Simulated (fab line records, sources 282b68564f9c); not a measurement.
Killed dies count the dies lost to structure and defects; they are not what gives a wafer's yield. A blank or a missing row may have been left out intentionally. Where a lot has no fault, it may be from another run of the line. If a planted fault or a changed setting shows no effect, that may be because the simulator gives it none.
Check for tools in common :: flow rit_cmos :: 14 lots, 42 wafers sampled

== REASON IT WAS OPENED ==
RIT_GATE_THK_MEAS_09, reading GATE_POLY_THK: flagged on 2 of 14 lots. Wafers without a fault read 249.8 nm, standard deviation 2.5.
Rule: a lot gets a flag if all its wafers with a number sit over 4 standard deviations from that mean, or if no wafer of it has a number. The other lots count as sound.

lot: L309
measured: day 3 08:39
on: film_metro-04
GATE_POLY_THK (nm), wafer by wafer: 247.5 248.8 248.1
flag: 

lot: L308
measured: day 3 08:40
on: film_metro-01
GATE_POLY_THK (nm), wafer by wafer: 254.0 250.9 252.0
flag: 

lot: L311
measured: day 3 17:14
on: film_metro-04
GATE_POLY_THK (nm), wafer by wafer: 252.7 252.9 254.5
flag: 

lot: L312
measured: day 4 02:11
on: film_metro-02
GATE_POLY_THK (nm), wafer by wafer: 246.3 247.6 243.2
flag: 

lot: L313
measured: day 4 05:12
on: film_metro-02
GATE_POLY_THK (nm), wafer by wafer: 250.3 249.4 251.7
flag: 

lot: L315
measured: day 4 07:17
on: film_metro-02
GATE_POLY_THK (nm), wafer by wafer: 251.3 251.5 249.3
flag: 

lot: L316
measured: day 4 14:24
on: film_metro-01
GATE_POLY_THK (nm), wafer by wafer: 249.0 249.1 251.0
flag: 

lot: L317
measured: day 4 17:17
on: film_metro-02
GATE_POLY_THK (nm), wafer by wafer: 244.7 247.5 246.3
flag: 

lot: L318
measured: day 4 22:58
on: film_metro-02
GATE_POLY_THK (nm), wafer by wafer: 249.0 248.7 249.8
flag: 

lot: L321
measured: day 5 10:43
on: film_metro-04
GATE_POLY_THK (nm), wafer by wafer: 306.8 306.4 305.2
flag: FLAGGED

lot: L324
measured: day 6 00:28
on: film_metro-02
GATE_POLY_THK (nm), wafer by wafer: 306.5 305.0 306.6
flag: FLAGGED

lot: L326
measured: day 6 11:28
on: film_metro-02
GATE_POLY_THK (nm), wafer by wafer: 249.0 250.1 250.1
flag: 

lot: L329
measured: day 7 06:11
on: film_metro-04
GATE_POLY_THK (nm), wafer by wafer: 249.6 249.2 248.6
flag: 

lot: L330
measured: day 7 10:58
on: film_metro-02
GATE_POLY_THK (nm), wafer by wafer: 253.6 251.7 252.1
flag: 
Average over the flagged lots: 306.1 nm; offset from the usual +56.3 nm, equal to +23 standard deviations.

== TOOL THAT RAN EACH LOT ==
2 process steps preceding the reading are held in the record, out of 202 steps in the route. Every cell lists first the tool, next ch and the chambers used by the sampled wafers, and last the start.
lot: L309
flag: 
RIT_NWELL_STRIP_09: plasma_asher-01 ch 0,1, day 2 08:32
RIT_GATE_CVD_08: lpcvd-02 ch 1, day 3 07:02

lot: L308
flag: 
RIT_NWELL_STRIP_09: plasma_asher-02 ch 0,1, day 2 08:47
RIT_GATE_CVD_08: lpcvd-02 ch 0, day 3 07:02

lot: L311
flag: 
RIT_NWELL_STRIP_09: plasma_asher-03 ch 0, day 2 23:24
RIT_GATE_CVD_08: lpcvd-01 ch 0, day 3 15:38

lot: L312
flag: 
RIT_NWELL_STRIP_09: plasma_asher-02 ch 0,1, day 3 06:04
RIT_GATE_CVD_08: lpcvd-02 ch 1, day 4 00:32

lot: L313
flag: 
RIT_NWELL_STRIP_09: plasma_asher-03 ch 0,1, day 3 12:41
RIT_GATE_CVD_08: lpcvd-02 ch 1, day 4 03:34

lot: L315
flag: 
RIT_NWELL_STRIP_09: plasma_asher-01 ch 0,1, day 3 16:18
RIT_GATE_CVD_08: lpcvd-01 ch 1, day 4 05:40

lot: L316
flag: 
RIT_NWELL_STRIP_09: plasma_asher-02 ch 0,1, day 3 21:42
RIT_GATE_CVD_08: lpcvd-01 ch 0, day 4 12:47

lot: L317
flag: 
RIT_NWELL_STRIP_09: plasma_asher-03 ch 0,1, day 4 03:02
RIT_GATE_CVD_08: lpcvd-02 ch 1, day 4 15:40

lot: L318
flag: 
RIT_NWELL_STRIP_09: plasma_asher-02 ch 0,1, day 4 09:14
RIT_GATE_CVD_08: lpcvd-02 ch 1, day 4 21:18

lot: L321
flag: FLAGGED
RIT_NWELL_STRIP_09: plasma_asher-02 ch 0,1, day 4 20:45
RIT_GATE_CVD_08: lpcvd-01 ch 1, day 5 09:06

lot: L324
flag: FLAGGED
RIT_NWELL_STRIP_09: plasma_asher-01 ch 0,1, day 5 10:16
RIT_GATE_CVD_08: lpcvd-01 ch 1, day 5 22:51

lot: L326
flag: 
RIT_NWELL_STRIP_09: plasma_asher-02 ch 0,1, day 5 21:08
RIT_GATE_CVD_08: lpcvd-02 ch 0, day 6 09:50

lot: L329
flag: 
RIT_NWELL_STRIP_09: plasma_asher-02 ch 0,1, day 6 12:35
RIT_GATE_CVD_08: lpcvd-02 ch 1, day 7 04:32

lot: L330
flag: 
RIT_NWELL_STRIP_09: plasma_asher-03 ch 0,1, day 6 18:31
RIT_GATE_CVD_08: lpcvd-02 ch 0, day 7 09:21
What these steps do:
- RIT_NWELL_STRIP_09: strips in O2, time 180 s.
- RIT_GATE_CVD_08: deposits poly-Si from SiH4, target thk 250 nm, time 2220 s.
- RIT_GATE_THK_MEAS_09

== FLAGGED OVER TOTAL, TOOL BY TOOL (the gauges that took the reading come last) ==
step: RIT_NWELL_STRIP_09
tool: plasma_asher-01
lots run: 3
flagged: 1
share of the flagged lots: some
sound lots run after its first flagged lot: 0

step: RIT_NWELL_STRIP_09
tool: plasma_asher-02
lots run: 7
flagged: 1
share of the flagged lots: some
sound lots run after its first flagged lot: 2 (L326,L329)

step: RIT_NWELL_STRIP_09
tool: plasma_asher-03
lots run: 4
flagged: 0
share of the flagged lots: none
sound lots run after its first flagged lot: -

step: RIT_GATE_CVD_08
tool: lpcvd-01
lots run: 5
flagged: 2
share of the flagged lots: all
sound lots run after its first flagged lot: 0

step: RIT_GATE_CVD_08
tool: lpcvd-02
lots run: 9
flagged: 0
share of the flagged lots: none
sound lots run after its first flagged lot: -

step: RIT_GATE_THK_MEAS_09
tool: film_metro-01
lots run: 2
flagged: 0
share of the flagged lots: none
sound lots run after its first flagged lot: -

step: RIT_GATE_THK_MEAS_09
tool: film_metro-02
lots run: 8
flagged: 1
share of the flagged lots: some
sound lots run after its first flagged lot: 2 (L326,L330)

step: RIT_GATE_THK_MEAS_09
tool: film_metro-04
lots run: 4
flagged: 1
share of the flagged lots: some
sound lots run after its first flagged lot: 1 (L329)

== WHAT THE TABLE ALLOWS ==
Rows of the table that ran each flagged lot: 1, that is lpcvd-01 at RIT_GATE_CVD_08.
- lpcvd-01 at RIT_GATE_CVD_08 ran 5 lots, 2 of them flagged. It ran its last sound lot, L316, at day 4 12:47 and its first flagged lot, L321, at day 5 09:06: a fault with its onset between the two fits. Its own readings (pressure_mtorr) fall more than 4 standard deviations out on all wafers of the flagged lots.
lpcvd-01 at RIT_GATE_CVD_08 is the single tool remaining.

== WHAT WAS PUT IN BY THE SIMULATOR ==
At RIT_GATE_CVD_08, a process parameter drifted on lpcvd-01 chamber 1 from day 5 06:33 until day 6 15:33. The setting pressure_mtorr was moved by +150, starting from 300. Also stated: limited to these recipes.
Lots struck among those shown: L321, L324. The rule above found the same.
